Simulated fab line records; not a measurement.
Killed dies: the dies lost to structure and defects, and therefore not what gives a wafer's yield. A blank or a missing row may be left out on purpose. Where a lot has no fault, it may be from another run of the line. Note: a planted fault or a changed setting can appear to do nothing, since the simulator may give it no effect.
The tool behind it: which one? -- flow berkeley_cmos170 -- 7 lots, 21 wafers sampled, at 2 steps of a route of 331

## WHAT THE GAUGES READ, wafer by wafer
UCB170_V2_THK_MEAS_01.
lot,measured,on,V2_TEOS_THK (nm)
L272,day 8 15:43,film_metro-01,2090 2133 2126
L282,day 10 15:32,film_metro-02,2072 2085 2097
L284,day 11 05:26,film_metro-03,2042 2064 2098
L285,day 11 05:56,film_metro-02,2076 2076 2115
L289,day 12 04:40,film_metro-02,2154 2127 2110
L292,day 12 10:29,film_metro-01,2109 2129 2089

## WHICH TOOL RAN EACH LOT (tool, then ch and the chambers of the sampled wafers, then the start)
lot,UCB170_M2_PEB_13
L272,"litho_track-03 ch 0, day 8 14:42"
L277,"litho_track-03, day 9 05:05"
L282,"litho_track-04 ch 0, day 10 14:28"
L284,"litho_track-01 ch 0, day 11 04:20"
L285,"litho_track-01 ch 0, day 11 04:52"
L289,"litho_track-03 ch 0, day 12 03:41"
L292,"litho_track-03 ch 0, day 12 09:29"
- UCB170_M2_PEB_13

## THE ANSWER, worked out from the rows above alone
Rule: what is usual is taken from the lots themselves. Put in order of their means at a reading, lots are off if they are a third of the lots or fewer, leave a main group of 4 or more, and stand apart from it by a gap of 3 or more times the standard deviation of the main group's means; of several such gaps the widest counts. A main group whose means are all the same, to the digits that the tables above print for the reading, isn't used. Also off: a lot with no number at a reading for which 4 or more lots have one. Any other lot the step has rows for is counted as sound.
None of the lots is off at any reading shown; this tells nothing.

## WHAT WAS PUT IN BY THE SIMULATOR
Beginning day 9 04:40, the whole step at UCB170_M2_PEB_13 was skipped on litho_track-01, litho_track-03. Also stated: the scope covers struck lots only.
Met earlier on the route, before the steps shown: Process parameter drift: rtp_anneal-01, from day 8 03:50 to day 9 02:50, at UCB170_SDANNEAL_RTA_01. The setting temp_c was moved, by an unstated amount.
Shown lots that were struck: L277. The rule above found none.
